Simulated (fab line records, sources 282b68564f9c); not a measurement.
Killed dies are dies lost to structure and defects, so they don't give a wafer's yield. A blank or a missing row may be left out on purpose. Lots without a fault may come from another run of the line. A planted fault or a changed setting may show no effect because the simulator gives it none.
fab line records | flow rit_cmos
record lots=15 wafers=45 last_day=7
route steps=202 shown CONTACT@173 M1@202
lots that met no fault: from a run of the same line without faults
start_h: hours from the record's first day to the start of the lot's first wafer shown | wait_h: hours since the lot's step before | " the same as in the row above | L1.1+2: a row that stands for several wafers | - no value, or no start given | * or withheld: withheld | < > ~ a bound
route shown NAME@n: a module of which the file shows steps, and the number in the route of the first | usual: mean/standard deviation of fault-free wafers | same: alike in all rows | chamber/n: place in a boat | sites: the reading at each site | _std_site: their standard deviation | _edge_site: outer sites' mean less inner sites' | radius_mm: how far each site lies from the wafer's centre | mask NAME#n: copy n | behind: the tool/chamber that last shaped the wafer | hold: why the lot was held/for how many hours/how that ended | device: the transistor (n, p or np) that didn't switch | end of line: the same wafers' tests at the end of the route | a step without rows: its recipe alone | killed: dies lost to structure and defects at the first sort, not the wafer's yield | map: a wafer's dies, x killed, . not, _ none there
set.NAME: the setting as run; set.NAME@STEP: as run at that earlier step | model.NAME: the simulator's own value behind a step, which no gauge read
steps of the route over a sample of lots; a table a step, a row a wafer
services: from which hour (start_h, from the record's first day; less than 0 if before it) a tool's chamber was out of use, for how many hours, and why
## steps
# step RIT_CONTACT_EXPOSE_05
# recipe mask_id=M11 na=0.6 source_shape=conventional sigma_outer=0.5 target_cd_nm=1000 dose_mj=248.4
# same sigma_outer=0.5
# columns lot.wafer tool chamber start_h wait_h mask
L696.3+4+5 iline_stepper-01 0 52.19 0.2 M11#0
L697.3+4+6 iline_stepper-01 0 56.31 0.1 M11#0
L700.2+4+5 iline_stepper-02 0 72.43 0.2 M11#0
L701.1+2+6 iline_stepper-02 0 76.78 0.1 M11#0
L702.3+4+6 iline_stepper-02 0 81.29 0.1 M11#0
L703.1+5+6 iline_stepper-02 0 85.62 0.1 M11#0
L704.2+3+4 iline_stepper-01 0 92.84 0.2 M11#0
L705.4+5+6 iline_stepper-01 0 97.71 0.1 M11#0
L706.2+3+5 iline_stepper-01 0 100.53 0.1 M11#0
L707.3+5+6 iline_stepper-01 0 106.02 0.1 M11#0
L708.3+4+5 iline_stepper-01 0 113.92 0.1 M11#0
L715.4+5+6 iline_stepper-02 0 145.79 0.2 M11#0
L716.2+3+4 iline_stepper-02 0 151.42 0.1 M11#0
L717.1+4+6 iline_stepper-02 0 156.67 0.1 M11#0
L719.2+4+5 iline_stepper-01 0 165.65 0.2 M11#0
# step RIT_CONTACT_OVL_MEAS_09
# usual CONTACT_OVL=0.5/1.4
# columns lot.wafer tool chamber start_h wait_h hold CONTACT_OVL[nm]
L696.3 overlay-02 - 52.80 0.1 - 1.7
L696.4 " - " " - 1.5
L696.5 " - " " - 0.6
L697.3 overlay-02 - 56.92 0.1 - 1.3
L697.4 " - " " - 1.3
L697.6 " - " " - 3.0
L700.2 overlay-02 - 73.06 0.1 - -0.1
L700.4 " - " " - 1.6
L700.5 " - " " - 1.6
L701.1 overlay-02 - 77.42 0.1 - 1.1
L701.2 " - " " - -2.1
L701.6 " - " " - 0.7
L702.3 overlay-02 - 81.90 0.1 - -0.1
L702.4 " - " " - -1.7
L702.6 " - " " - -0.4
L703.1 overlay-01 - 86.26 0.1 - 0.0
L703.5 " - " " - 1.0
L703.6 " - " " - 0.4
L704.2 overlay-02 - 93.46 0.1 - -1.8
L704.3 " - " " - 0.1
L704.4 " - " " - 0.8
L705.4 overlay-02 - 98.30 0.1 - 2.5
L705.5 " - " " - 1.7
L705.6 " - " " - 0.1
L706.2 overlay-01 - 101.16 0.1 - 1.3
L706.3 " - " " - 2.5
L706.5 " - " " - -0.3
L707.3 overlay-02 - 106.63 0.1 - -0.2
L707.5 " - " " - 2.3
L707.6 " - " " - 2.4
L708.3 overlay-01 - 114.53 0.1 - 1.3
L708.4 " - " " - 4.0
L708.5 " - " " - 3.0
L715.4 overlay-02 - 146.39 0.1 await_dispo/0.2h/release 129.0
L715.5 " - " " await_dispo/0.2h/release 129.5
L715.6 " - " " await_dispo/0.2h/release 128.9
L715.4 overlay-02 - 146.59 0.2 - 129.7
L715.5 " - " " - 129.9
L715.6 " - " " - 129.0
L716.2 overlay-02 - 152.04 0.1 await_dispo/0.2h/release 130.6
L716.3 " - " " await_dispo/0.2h/release 129.4
L716.4 " - " " await_dispo/0.2h/release 129.3
L716.2 overlay-02 - 152.24 0.2 - 130.9
L716.3 " - " " - 129.8
L716.4 " - " " - 129.8
L717.1 overlay-02 - 157.30 0.1 await_dispo/0.2h/release 128.4
L717.4 " - " " await_dispo/0.2h/release 130.7
L717.6 " - " " await_dispo/0.2h/release 127.8
L717.1 overlay-02 - 157.51 0.2 - 129.1
L717.4 " - " " - 130.9
L717.6 " - " " - 128.6
L719.2 overlay-02 - 166.27 0.1 - -1.3
L719.4 " - " " - -2.7
L719.5 " - " " - -1.3
# step RIT_M1_PROBE_99
# usual defect_limited_yield=97.5/1.1 killed_at_M0_to_M3=0.0/0.12 killed_at_contacts=0.1/0.35 killed_at_front_end=6.6/2.7 killed_dies=6.7/2.8 killed_open=3.4/2.1 killed_short=3.3/1.8 sort_bin_3_pad_short=0.1/0.21 sort_bin_5_function=1.4/0.79 sort_bin_6_memory=1.0/0.58 sort_n_pass=257.3/2.8 sort_yield_pct=97.5/1.1
# same gross_dies=264 killed_at_M4_up=0 killed_at_back_side=0 killed_at_other=0
# columns lot.wafer tool chamber start_h wait_h defect_limited_yield[%] killed_at_M0_to_M3 killed_at_contacts killed_at_front_end killed_dies killed_open killed_short sort_bin_3_pad_short[%] sort_bin_5_function[%] sort_bin_6_memory[%] sort_n_pass sort_yield_pct[%]
L696.3 prober-02 - 58.07 0.2 97.7 0 0 6 6 3 3 0 0.8 1.5 258.0 97.7
L696.4 prober-02 - 58.12 0.2 97.7 0 0 6 6 3 3 0 1.9 0.4 258.0 97.7
L696.5 prober-02 - 58.17 0.2 97.3 0 0 7 7 5 2 0 1.5 1.1 257.0 97.3
L697.3 prober-01 - 62.05 0.2 97.7 0 0 6 6 6 0 0 0.8 1.5 258.0 97.7
L697.4 prober-01 - 62.10 0.2 99.2 0 0 2 2 0 2 0.4 0.4 0 262.0 99.2
L697.6 prober-01 - 62.20 0.2 97.3 0 0 7 7 3 4 0.8 0.4 1.5 257.0 97.3
L700.2 prober-02 - 78.50 0.1 97.0 0 1 7 8 6 2 0 1.1 1.9 256.0 97.0
L700.4 prober-02 - 78.60 0.2 98.5 0 0 4 4 3 1 0 0.8 0.8 260.0 98.5
L700.5 prober-02 - 78.65 0.2 96.6 0 0 9 9 6 3 0 1.9 1.5 255.0 96.6
L701.1 prober-01 - 82.58 0.1 98.1 0 0 5 5 2 3 0 0.8 1.1 259.0 98.1
L701.2 prober-01 - 82.63 0.1 99.6 0 0 1 1 1 0 0 0.4 0 263.0 99.6
L701.6 prober-01 - 82.83 0.2 99.2 0 0 2 2 1 1 0 0.8 0 262.0 99.2
L702.3 prober-02 - 87.06 0.2 96.2 0 0 10 10 5 5 0 2.3 1.5 254.0 96.2
L702.4 prober-02 - 87.11 0.2 97.0 0 1 7 8 6 2 0 1.1 1.9 256.0 97.0
L702.6 prober-02 - 87.21 0.2 96.2 0 0 10 10 3 7 0.4 1.5 1.9 254.0 96.2
L703.1 prober-01 - 91.45 0.1 96.2 0 0 10 10 7 3 0 1.9 1.9 254.0 96.2
L703.5 prober-01 - 91.65 0.2 98.9 0 0 3 3 1 2 0.4 0.4 0.4 261.0 98.9
L703.6 prober-01 - 91.70 0.2 97.0 0 0 8 8 2 6 0 2.7 0.4 256.0 97.0
L704.2 prober-02 - 98.73 0.1 98.1 0 0 5 5 2 3 0.4 0.8 0.8 259.0 98.1
L704.3 prober-02 - 98.78 0.2 97.3 0 0 7 7 5 2 0 1.5 1.1 257.0 97.3
L704.4 prober-02 - 98.83 0.2 97.7 0 0 6 6 1 5 0 1.1 1.1 258.0 97.7
L705.4 prober-01 - 103.82 0.2 97.0 0 0 8 8 7 1 0 1.9 1.1 256.0 97.0
L705.5 prober-01 - 103.87 0.2 98.1 0 0 5 5 4 1 0 1.1 0.8 259.0 98.1
L705.6 prober-01 - 103.92 0.2 95.1 0 1 12 13 8 5 0 3.8 1.1 251.0 95.1
L706.2 prober-02 - 106.46 0.1 98.9 0 0 3 3 1 2 0 0.8 0.4 261.0 98.9
L706.3 prober-02 - 106.51 0.2 95.8 0 0 11 11 3 8 0.8 1.5 1.9 253.0 95.8
L706.5 prober-02 - 106.61 0.2 98.9 0 0 3 3 2 1 0 0.8 0.4 261.0 98.9
L707.3 prober-01 - 111.92 0.2 97.0 0 0 8 8 7 1 0 1.5 1.5 256.0 97.0
L707.5 prober-01 - 112.02 0.2 97.7 0 0 6 6 4 2 0.4 1.1 0.8 258.0 97.7
L707.6 prober-01 - 112.07 0.2 95.8 0 0 11 11 9 2 0 1.1 3.0 253.0 95.8
L708.3 prober-02 - 120.15 0.2 97.0 0 0 8 8 4 4 0 1.5 1.5 256.0 97.0
L708.4 prober-02 - 120.20 0.2 98.9 1 0 2 3 0 3 0 0.4 0.8 261.0 98.9
L708.5 prober-02 - 120.25 0.2 96.2 0 0 10 10 8 2 0 2.3 1.5 254.0 96.2
L719.2 prober-01 - 172.76 0.1 97.0 0 0 8 8 5 3 0 2.3 0.8 256.0 97.0
L719.4 prober-01 - 172.86 0.2 96.6 0 0 9 9 5 4 0 1.9 1.5 255.0 96.6
L719.5 prober-01 - 172.91 0.2 96.2 0 0 10 10 5 5 0 1.9 1.9 254.0 96.2
# killed by level:class
L696.3 GATE:geometric_particle:short=2 FOX1:geometric_particle:open=1 GATE:geometric_particle:open=1 SILICIDE:geometric_particle:short=1 SILICIDE:geometric_particle:open=1
L696.4 GATE:geometric_particle:open=2 REOX:geometric_particle:short=2 SPACER:geometric_particle:open=1 SILICIDE:geometric_particle:short=1
L696.5 GATE:geometric_particle:open=3 FOX1:geometric_particle:open=1 GATE:geometric_particle:short=1 REOX:geometric_particle:open=1 SPACER:geometric_particle:short=1
L697.3 GATE:geometric_particle:open=4 SPACER:geometric_particle:open=1 SILICIDE:geometric_particle:open=1
L697.4 FOX1:geometric_particle:short=1 GATE:geometric_particle:short=1
L697.6 GATE:geometric_particle:open=3 GATE:geometric_particle:short=3 ACTIVE:geometric_particle:short=1
L700.2 GATE:geometric_particle:open=2 FOX1:geometric_particle:open=1 FOX2:geometric_particle:short=1 GATE:geometric_particle:short=1 REOX:geometric_particle:open=1 SPACER:geometric_particle:open=1 CONTACT:geometric_particle:open=1
L700.4 GATE:geometric_particle:open=3 SILICIDE:geometric_particle:short=1
L700.5 GATE:geometric_particle:open=5 GATE:geometric_particle:short=1 REOX:geometric_particle:short=1 SPACER:geometric_particle:short=1 SILICIDE:geometric_particle:open=1
L701.1 GATE:geometric_particle:short=2 FOX2:geometric_particle:open=1 FOX2:geometric_particle:short=1 REOX:geometric_particle:open=1
L701.2 FOX1:geometric_particle:open=1
L701.6 FOX2:geometric_particle:open=1 SILICIDE:geometric_particle:short=1
L702.3 GATE:geometric_particle:open=3 REOX:geometric_particle:open=2 SILICIDE:geometric_particle:short=2 FOX1:geometric_particle:short=1 GATE:geometric_particle:short=1 REOX:geometric_particle:short=1
L702.4 GATE:geometric_particle:open=2 REOX:geometric_particle:open=2 GATE:geometric_particle:short=1 REOX:geometric_particle:short=1 SPACER:geometric_particle:open=1 CONTACT:geometric_particle:open=1
L702.6 SPACER:geometric_particle:short=5 FOX1:geometric_particle:short=2 FOX1:geometric_particle:open=1 FOX2:geometric_particle:open=1 SILICIDE:geometric_particle:open=1
L703.1 SILICIDE:geometric_particle:open=4 FOX1:geometric_particle:open=2 FOX1:geometric_particle:short=1 FOX2:geometric_particle:short=1 GATE:geometric_particle:open=1 SILICIDE:geometric_particle:short=1
L703.5 FOX1:geometric_particle:short=1 GATE:geometric_particle:open=1 SPACER:geometric_particle:short=1
L703.6 FOX1:geometric_particle:short=2 GATE:geometric_particle:short=2 FOX1:geometric_particle:open=1 REOX:geometric_particle:short=1 REOX:geometric_particle:open=1 SPACER:geometric_particle:short=1
L704.2 GATE:geometric_particle:open=1 REOX:geometric_particle:short=1 SPACER:geometric_particle:short=1 SILICIDE:geometric_particle:short=1 SILICIDE:geometric_particle:open=1
L704.3 FOX1:geometric_particle:open=3 GATE:geometric_particle:open=2 FOX1:geometric_particle:short=1 GATE:geometric_particle:short=1
L704.4 GATE:geometric_particle:short=4 GATE:geometric_particle:open=1 SILICIDE:geometric_particle:short=1
L705.4 GATE:geometric_particle:open=4 FOX1:geometric_particle:open=2 GATE:geometric_particle:short=1 SPACER:geometric_particle:open=1
L705.5 GATE:geometric_particle:open=2 FOX1:geometric_particle:open=1 GATE:geometric_particle:short=1 SPACER:geometric_particle:open=1
L705.6 GATE:geometric_particle:open=3 GATE:geometric_particle:short=3 FOX1:geometric_particle:open=2 FOX2:geometric_particle:short=1 REOX:geometric_particle:open=1 SPACER:geometric_particle:short=1 SILICIDE:geometric_particle:open=1 CONTACT:geometric_particle:open=1
L706.2 GATE:geometric_particle:short=1 GATE:geometric_particle:open=1 REOX:geometric_particle:short=1
L706.3 SPACER:geometric_particle:short=4 GATE:geometric_particle:short=3 SPACER:geometric_particle:open=2 REOX:geometric_particle:short=1 REOX:geometric_particle:open=1
L706.5 GATE:geometric_particle:open=2 REOX:geometric_particle:short=1
L707.3 SILICIDE:geometric_particle:open=3 GATE:geometric_particle:open=2 SPACER:geometric_particle:open=2 FOX2:geometric_particle:short=1
L707.5 FOX1:geometric_particle:open=2 GATE:geometric_particle:open=1 SPACER:geometric_particle:open=1 SPACER:geometric_particle:short=1 SILICIDE:geometric_particle:short=1
L707.6 FOX1:geometric_particle:open=4 REOX:geometric_particle:open=2 FOX1:geometric_particle:short=1 GATE:geometric_particle:open=1 SPACER:geometric_particle:open=1 SILICIDE:geometric_particle:short=1 SILICIDE:geometric_particle:open=1
L708.3 GATE:geometric_particle:open=4 SILICIDE:geometric_particle:short=2 REOX:geometric_particle:short=1 SPACER:geometric_particle:short=1
L708.4 GATE:geometric_particle:short=1 SILICIDE:geometric_particle:short=1 M1:geometric_particle:short=1
L708.5 GATE:geometric_particle:open=4 FOX2:geometric_particle:open=1 FOX2:geometric_particle:short=1 GATE:geometric_particle:short=1 REOX:geometric_particle:open=1 SPACER:geometric_particle:open=1 SILICIDE:geometric_particle:open=1
L719.2 GATE:geometric_particle:open=3 FOX2:geometric_particle:short=2 FOX1:geometric_particle:short=1 FOX2:geometric_particle:open=1 REOX:geometric_particle:open=1
L719.4 GATE:geometric_particle:open=2 FOX1:geometric_particle:open=1 FOX1:geometric_particle:short=1 GATE:geometric_particle:short=1 REOX:geometric_particle:short=1 REOX:geometric_particle:open=1 SILICIDE:geometric_particle:short=1 SILICIDE:geometric_particle:open=1
L719.5 FOX1:geometric_particle:short=3 SPACER:geometric_particle:open=2 GATE:geometric_particle:short=1 GATE:geometric_particle:open=1 REOX:geometric_particle:open=1 SPACER:geometric_particle:short=1 SILICIDE:geometric_particle:open=1
## services
# columns tool chamber start_h hours kind
iline_stepper-01 - 75.45 5.2 repair
iline_stepper-02 0 76.45 - calibration
iline_stepper-01 0 140.42 - calibration
iline_stepper-01 - 155.22 1.7 pm
## key
first_sign step=RIT_CONTACT_OVL_MEAS_09 reading=visit direction=added
effect step=RIT_CONTACT_OVL_MEAS_09 reading=CONTACT_OVL direction=up sigmas=92 usual=0.5 struck=129.3
met_at RIT_CONTACT_EXPOSE_05
struck_lots L715,L716,L717
scrapped_behind RIT_CONTACT_OVL_MEAS_09 L715.4,L715.5,L715.6,L716.2,L716.3,L716.4,L717.1,L717.4,L717.6
onset_between 85.62 145.79
fault kind=scanner_matching_overlay tool=iline_stepper-02 chamber=- onset_h=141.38 steps=RIT_CONTACT_EXPOSE_05 offset=130
